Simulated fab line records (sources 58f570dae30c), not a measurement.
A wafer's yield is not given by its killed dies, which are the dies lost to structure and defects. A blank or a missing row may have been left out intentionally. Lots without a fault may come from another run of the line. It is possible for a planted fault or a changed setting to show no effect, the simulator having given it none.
A single fault, viewed from 2 desks | flow berkeley cmos170 | only its own numbers are on each desk; what lay behind them is given at the end

== TOOL OWNER'S DESK, litho track-02 ==
The tool's own readings at UCB170_M1_COAT_04 (resist thk 900 nm): means of the sampled wafers that have a number, for each lot that ran on this tool. Marked OUT: a lot whose mean sits more than 4 standard deviations from the usual mean, which makes it out of limits; the brackets give that distance.
Columns: A = chill plate temp C at UCB170_M1_COAT_04, usual 23.01 C; B = resist line temp C at UCB170_M1_COAT_04, usual 22.99 C
lot  | first seen here | A     | B
L839 | day 9 02:00     | 22.91 | 23.08
L842 | day 10 03:00    | 23.24 | 22.97
L846 | day 10 11:00    | 22.94 | 23.09
This desk's verdict: no lot among the 3 shows anything out of limits.

== METROLOGY DESK ==
What the gauges read, lot by lot, whatever tool the lot ran on: means of the sampled wafers that have a number. Marked OUT: a lot whose mean sits more than 4 standard deviations from the usual mean, which makes it out of limits; the brackets give that distance.
Columns: A = cd nm at UCB170_CONTACT_CD_MEAS_15, usual 700.0 nm; B = CONTACT_OVL at UCB170_CONTACT_OVL_MEAS_16, usual -2 nm; C = cd nm at UCB170_CONTACT_CD_MEAS_90, usual 700.2 nm; D = M1_AL_RS at UCB170_M1_RS_MEAS_01, usual 0.0482 ohm/sq; E = M1_AL_THK at UCB170_M1_THK_MEAS_02, usual 603 nm; F = cd nm at UCB170_M1_CD_MEAS_09, usual 699.3 nm; G = M1_OVL at UCB170_M1_OVL_MEAS_10, usual 1 nm
lot  | first seen here | A     | B   | C     | D      | E   | F     | G
L835 | day 8 03:20     | 702.1 | 0   | 702.6 | 0.0479 | 606 | 697.8 | 3
L839 | day 9 01:41     | 697.6 | -2  | 697.6 | 0.0480 | 609 | 700.0 | 7
L842 | day 9 23:08     | 697.9 | 1   | 698.5 | 0.0487 | 598 | 696.1 | 2
L845 | day 10 01:03    | 701.0 | -11 | 701.5 | 0.0477 | 606 | 700.4 | 0
L846 | day 10 10:28    | 700.0 | -1  | 700.1 | 0.0487 | 597 | 696.8 | 2
L854 | day 11 11:20    | 697.3 | 0   | 697.8 | 0.0480 | 603 | 700.0 | 1
This desk's verdict: no lot among the 6 shows anything out of limits.

== PUT TOGETHER ==
The tool owner's desk saw nothing out of limits.
From the metrology desk's view, nothing was out of limits.

== WHAT HAD BEEN PUT IN BY THE SIMULATOR ==
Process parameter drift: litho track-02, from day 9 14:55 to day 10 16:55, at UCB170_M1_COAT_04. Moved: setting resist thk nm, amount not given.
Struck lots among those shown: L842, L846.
